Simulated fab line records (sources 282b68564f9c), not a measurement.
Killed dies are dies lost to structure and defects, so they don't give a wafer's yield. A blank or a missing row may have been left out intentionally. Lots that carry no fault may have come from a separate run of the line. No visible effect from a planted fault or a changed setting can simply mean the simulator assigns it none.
fab line records    flow ritCmos
record: lots: 6  wafers: 18  lastDay: 7
route steps=202 shown ACTIVE@5 M1@202
lots untouched by any fault: they come from a run of this same line in which no faults occurred
startH: the number of hours between the record's first day and the start of the first shown wafer of the lot    waitH: hours since the lot's step before    " same as the row above    L1.1+2: one row covering several wafers at once    - no value, or no start was given    * or withheld: withheld    < > ~ a bound
route shown NAME@n: names a module that has steps shown in the file, with the first one's number in the route    usual: mean/standard deviation taken from wafers without a fault    same: alike in all rows    chamber/n: place in a boat    sites: each site's reading    _std_site: their standard deviation    _edge_site: the outer-site mean with the inner-site mean subtracted    radiusMm: how far each site lies from the wafer's centre    mask NAME#n: copy n    behind: the most recent tool/chamber to have shaped the wafer    hold: cause of the lot's hold/its duration in hours/its outcome    device: whichever transistor did not switch (one of n, p or np)    end of line: tests of these same wafers at the route's end    step lacking rows: just its recipe    killed: the dies lost at the first sort to structure and to defects; this is not the yield of the wafer    map: a wafer's dies, x killed, . not, _ none there
set.NAME: the setting as run; set.NAME@STEP: as run at that earlier step    model.NAME: the simulator's own value behind a step, which no gauge read
lots at selected steps of the route; one table per step, one row per wafer
services: the hour from which a tool's chamber was out of use, counted from the record's first day as startH (under 0 if before that day), plus the number of hours and why
== steps ==
step: RIT_ACTIVE_THK_MEAS_04
recipe: reads: Si3N4_of_ACTIVE_CVD_03
usual: ACTIVE_NITRIDE_THK: 149.9/1.5
lot.wafer  tool          chamber  startH  waitH  ACTIVE_NITRIDE_THK[nm]
L857.1     filmMetro-02  -        34.24   0.0    150.2
L857.3     "             -        "       "      149.7
L857.6     "             -        "       "      151.1
L860.3     filmMetro-03  -        48.80   0.0    149.4
L860.4     "             -        "       "      148.9
L860.6     "             -        "       "      149.2
L863.2     filmMetro-03  -        63.62   0.0    149.4
L863.4     "             -        "       "      149.6
L863.5     "             -        "       "      150.3
L864.3     filmMetro-04  -        68.55   0.0    149.3
L864.4     "             -        "       "      147.6
L864.6     "             -        "       "      148.2
L875.1     filmMetro-02  -        123.53  0.0    153.0
L875.3     "             -        "       "      153.0
L875.4     "             -        "       "      152.1
L876.4     filmMetro-03  -        128.56  0.0    150.2
L876.5     "             -        "       "      149.3
L876.6     "             -        "       "      149.2
step: RIT_ACTIVE_HMDS_05
recipe: primeTimeS: 60  primeTempC: 140
step: RIT_ACTIVE_COAT_06
recipe: resist: NOVOLAK  spinRpm: 3250  resistThkNm: 1000
step: RIT_ACTIVE_SOFTBAKE_07
recipe: resist: NOVOLAK  tempC: 90  timeS: 60
step: RIT_ACTIVE_EXPOSE_08
recipe: maskId: M1  na: 0.6  sourceShape: conventional  sigmaOuter: 0.6  targetCdNm: 1400  doseMj: 225
step: RIT_ACTIVE_PEB_09
recipe: resist: NOVOLAK  tempC: withheld  timeS: withheld
step: RIT_ACTIVE_DEVELOP_10
recipe: resist: NOVOLAK  developTimeS: 48.72  devTempC: 23
step: RIT_ACTIVE_CD_MEAS_11
recipe: targetCdNm: 1400
usual: cdNm: 1400.0/2.2
lot.wafer  tool      chamber  startH  waitH  cdNm
L857.1     cdSem-02  -        35.15   -      1396.9
L857.3     "         -        "       "      1394.5
L857.6     "         -        "       "      1395.1
L860.3     cdSem-02  -        49.73   -      1402.9
L860.4     "         -        "       "      1401.7
L860.6     "         -        "       "      1401.5
L863.2     cdSem-02  -        64.54   -      1398.4
L863.4     "         -        "       "      1399.7
L863.5     "         -        "       "      1399.3
L864.3     cdSem-01  -        69.48   -      1402.9
L864.4     "         -        "       "      1401.6
L864.6     "         -        "       "      1402.1
L875.1     cdSem-01  -        124.56  -      1399.7
L875.3     "         -        "       "      1401.5
L875.4     "         -        "       "      1401.1
L876.4     cdSem-01  -        129.64  -      1401.4
L876.5     "         -        "       "      1402.9
L876.6     "         -        "       "      1404.3
step: RIT_ACTIVE_HARDBAKE_12
recipe: resist: NOVOLAK  tempC: 140  timeS: 60
step: RIT_ACTIVE_ETCH_13
recipe: stopOn: SiO2  chemistry: SF6  target: Si3N4  timeS: 210  overEtchFrac: 0.4  SF6_flow_sccm: 200  pressureMtorr: 260  rfW: 125  targetDepthA: 2100
usual: drypumpMotorCurrentA: 5.7/0.63  oesProductAu: 0.826/0.01  throttleValvePct: 7.44/0.11
lot.wafer  tool        chamber  startH  waitH  drypumpMotorCurrentA  oesProductAu  rfHoursCounterH  throttleValvePct
L857.1     rieDiel-01  3        35.42   0.1    6.2                   0.820         38               7.41
L857.3     "           0        "       "      4.8                   0.816         7                7.32
L857.6     "           0        "       "      4.8                   0.832         -                7.31
L860.3     rieDiel-01  2        49.96   0.1    5.0                   0.833         40               7.49
L860.4     "           1        "       "      5.8                   0.827         154              7.37
L860.6     "           2        "       "      5.0                   0.829         -                7.50
L863.2     rieDiel-04  3        64.79   0.1    5.3                   0.810         35               7.63
L863.4     "           2        "       "      6.3                   0.808         140              7.56
L863.5     "           0        "       "      5.3                   0.822         -                7.43
L864.3     rieDiel-01  0        69.74   0.1    4.8                   0.823         7                7.32
L864.4     "           3        "       "      6.3                   0.806         38               7.42
L864.6     "           0        "       "      4.8                   0.829         -                7.31
L875.1     rieDiel-01  1        124.83  0.1    5.8                   0.848         155              7.35
L875.3     "           2        "       "      5.0                   0.839         41               7.49
L875.4     "           2        "       "      5.0                   0.843         -                7.47
L876.4     rieDiel-01  2        129.92  0.1    5.0                   0.832         -                7.48
L876.5     "           3        "       "      6.2                   0.819         -                7.40
L876.6     "           0        "       "      4.8                   0.834         -                7.31
step: RIT_ACTIVE_STRIP_14
recipe: chemistry: O2  timeS: 180  resist: NOVOLAK  platenTempC: withheld  powerW: 500  pressureMtorr: 4000  o2FlowSccm: 4000
usual: drypumpMotorCurrentA: 5.6/0.63
lot.wafer  tool            chamber  startH  waitH  drypumpMotorCurrentA  rfHoursCounterH
L857.1     plasmaAsher-04  0        35.55   0.1    5.0                   39
L857.3     "               0        "       "      5.0                   -
L857.6     "               1        "       "      6.3                   -
L860.3     plasmaAsher-02  1        50.16   0.1    4.7                   -
L860.4     "               0        "       "      5.7                   -
L860.6     "               1        "       "      4.7                   -
L863.2     plasmaAsher-04  0        64.92   0.1    5.0                   42
L863.4     "               1        "       "      6.3                   -
L863.5     "               1        "       "      6.3                   -
L864.3     plasmaAsher-01  0        69.93   0.1    6.4                   -
L864.4     "               1        "       "      6.1                   -
L864.6     "               1        "       "      6.0                   -
L875.1     plasmaAsher-04  1        124.97  0.1    6.2                   49
L875.3     "               1        "       "      6.2                   -
L875.4     "               0        "       "      5.0                   -
L876.4     plasmaAsher-04  1        130.04  0.1    6.2                   -
L876.5     "               0        "       "      5.0                   -
L876.6     "               1        "       "      6.2                   -
step: RIT_ACTIVE_CD_MEAS_90
recipe: targetCdNm: 1400
usual: cdNm: 1400.0/2.2
lot.wafer  tool      chamber  startH  waitH  cdNm
L857.1     cdSem-01  -        35.73   0.1    1397.1
L857.3     "         -        "       "      1394.2
L857.6     "         -        "       "      1395.1
L860.3     cdSem-02  -        50.31   0.1    1402.4
L860.4     "         -        "       "      1401.3
L860.6     "         -        "       "      1401.9
L863.2     cdSem-02  -        65.11   0.1    1398.7
L863.4     "         -        "       "      1399.8
L863.5     "         -        "       "      1399.5
L864.3     cdSem-02  -        70.09   0.1    1402.8
L864.4     "         -        "       "      1401.6
L864.6     "         -        "       "      1402.2
L875.1     cdSem-02  -        125.14  0.1    1399.8
L875.3     "         -        "       "      1401.6
L875.4     "         -        "       "      1401.0
L876.4     cdSem-02  -        130.22  0.1    1402.2
L876.5     "         -        "       "      1402.7
L876.6     "         -        "       "      1404.5
step: RIT_ACTIVE_CLEAN_15
recipe: chemistry: SC1  mix: 3:3:50  timeS: 600  tempC: 75
usual: bathGuardTempC: 74.7/0.63  bathHeatDutyPct: 15.7/1.8
lot.wafer  tool         chamber  startH  waitH  bathGuardTempC  bathHeatDutyPct
L857.1     wetBench-04  0        35.85   0.1    74.8            15.6
L857.3     "            0        "       "      74.6            15.4
L857.6     "            0        "       "      74.4            16.3
L860.3     wetBench-04  1        50.39   0.1    75.2            18.7
L860.4     "            1        "       "      75.3            18.4
L860.6     "            1        "       "      75.3            17.8
L863.2     wetBench-01  3        65.21   0.1    -               -
L863.4     "            3        "       "      -               -
L863.5     "            3        "       "      -               -
L864.3     wetBench-04  3        70.17   0.1    -               -
L864.4     "            3        "       "      -               -
L864.6     "            3        "       "      -               -
L875.1     wetBench-01  2        125.26  0.1    74.0            15.9
L875.3     "            2        "       "      73.7            16.0
L875.4     "            2        "       "      74.0            17.2
L876.4     wetBench-04  3        130.28  0.0    74.2            17.4
L876.5     "            3        "       "      74.3            16.2
L876.6     "            3        "       "      74.1            16.8
step: RIT_ACTIVE_CLEAN_16
recipe: chemistry: dHF  dilution: 50:1  timeS: 30
step: RIT_M1_PROBE_99
usual: killedAtContacts: 0.1/0.24  killedAtFrontEnd: 7/3.1  killedDies: 7/3.1  killedOpen: 3.6/2.1  killedShort: 3.2/2
same: grossDies: 264  killed_at_M0_to_M3: 0  killed_at_M4_up: 0  killedAtBackSide: 0  killedAtOther: 0
lot.wafer  tool       chamber  startH  waitH  killedAtContacts  killedAtFrontEnd  killedDies  killedOpen  killedShort
L857.1     prober-02  -        78.46   0.1    0                 5                 5           3           2
L857.3     prober-02  -        78.56   0.2    0                 3                 3           2           1
L857.6     prober-02  -        78.71   0.2    0                 8                 8           5           3
L860.3     prober-01  -        95.23   0.2    0                 7                 7           4           3
L860.4     prober-01  -        95.28   0.2    0                 5                 5           4           1
L860.6     prober-01  -        95.38   0.2    0                 6                 6           3           3
L864.4     prober-01  -        115.26  0.2    0                 10                10          6           4
L876.4     prober-01  -        173.01  0.2    0                 10                10          6           4
L876.5     prober-01  -        173.06  0.2    0                 10                10          8           2
L876.6     prober-01  -        173.11  0.2    0                 5                 5           4           1
killed by level:class
L857.1 FOX1:geometricParticle:short=1 FOX2:geometricParticle:short=1 FOX2:geometricParticle:open=1 REOX:geometricParticle:open=1 SPACER:geometricParticle:open=1
L857.3 FOX1:geometricParticle:open=1 FOX1:geometricParticle:short=1 SPACER:geometricParticle:open=1
L857.6 GATE:geometricParticle:open=3 GATE:geometricParticle:short=2 FOX1:geometricParticle:open=1 SILICIDE:geometricParticle:open=1 SILICIDE:geometricParticle:short=1
L860.3 GATE:geometricParticle:short=3 FOX2:geometricParticle:open=2 SPACER:geometricParticle:open=1 SILICIDE:geometricParticle:open=1
L860.4 GATE:geometricParticle:open=2 FOX1:geometricParticle:short=1 REOX:geometricParticle:open=1 SPACER:geometricParticle:open=1
L860.6 GATE:geometricParticle:open=2 GATE:geometricParticle:short=2 REOX:geometricParticle:short=1 SPACER:geometricParticle:open=1
L864.4 GATE:geometricParticle:short=3 FOX1:geometricParticle:open=2 REOX:geometricParticle:open=2 GATE:geometricParticle:open=1 SILICIDE:geometricParticle:open=1 SILICIDE:geometricParticle:short=1
L876.4 GATE:geometricParticle:short=3 GATE:geometricParticle:open=3 REOX:geometricParticle:open=3 REOX:geometricParticle:short=1
L876.5 GATE:geometricParticle:open=3 SILICIDE:geometricParticle:open=2 FOX1:geometricParticle:open=1 FOX2:geometricParticle:short=1 REOX:geometricParticle:open=1 REOX:geometricParticle:short=1 SPACER:geometricParticle:open=1
L876.6 GATE:geometricParticle:open=2 REOX:geometricParticle:open=1 SPACER:geometricParticle:open=1 SILICIDE:geometricParticle:short=1
== services ==
tool            chamber  startH  hours  kind
rieDiel-04      1        28.25   9.1    repair
rieDiel-04      3        29.67   4.2    repair
rieDiel-04      1        37.36   -      clean
rieDiel-04      1        37.36   24.8   scheduledDown
rieDiel-04      1        37.36   24.8   ventCycle
rieDiel-01      1        50.65   7.4    repair
plasmaAsher-01  -        108.75  9.0    pm
plasmaAsher-01  0        108.75  9.0    ventCycle
plasmaAsher-01  1        108.75  9.0    ventCycle
rieDiel-01      0        109.31  18.7   repair
plasmaAsher-01  -        115.26  0.9    repair
plasmaAsher-01  0        117.75  -      clean
plasmaAsher-01  1        117.75  -      clean
rieDiel-04      3        121.15  6.7    repair
rieDiel-01      1        127.97  -      clean
rieDiel-01      1        127.97  17.4   scheduledDown
rieDiel-01      1        127.97  17.4   ventCycle
== key ==
firstSign: step: RIT_ACTIVE_CLEAN_15  reading: toolRecord  direction: missing
effect none on later readings
metAt RIT_ACTIVE_CLEAN_15
struckWafers L863.2,L863.4,L863.5,L864.3,L864.4,L864.6
testerLeftOut L863,L864
onsetBetween 50.39 65.21
fault: kind: skippedStepWhole  tool: wetBench-01,wetBench-04  chamber: -  onsetH: 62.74  steps: RIT_ACTIVE_CLEAN_15  scope: struckLotsOnly
testerLeftOut: of these lots the tester's yield and bins aren't shown, on N5 and GAA mostly nor the transistor test; their killed dies are dies lost to structure and defects alone, not to doping, threshold or leakage, so they don't give the yield
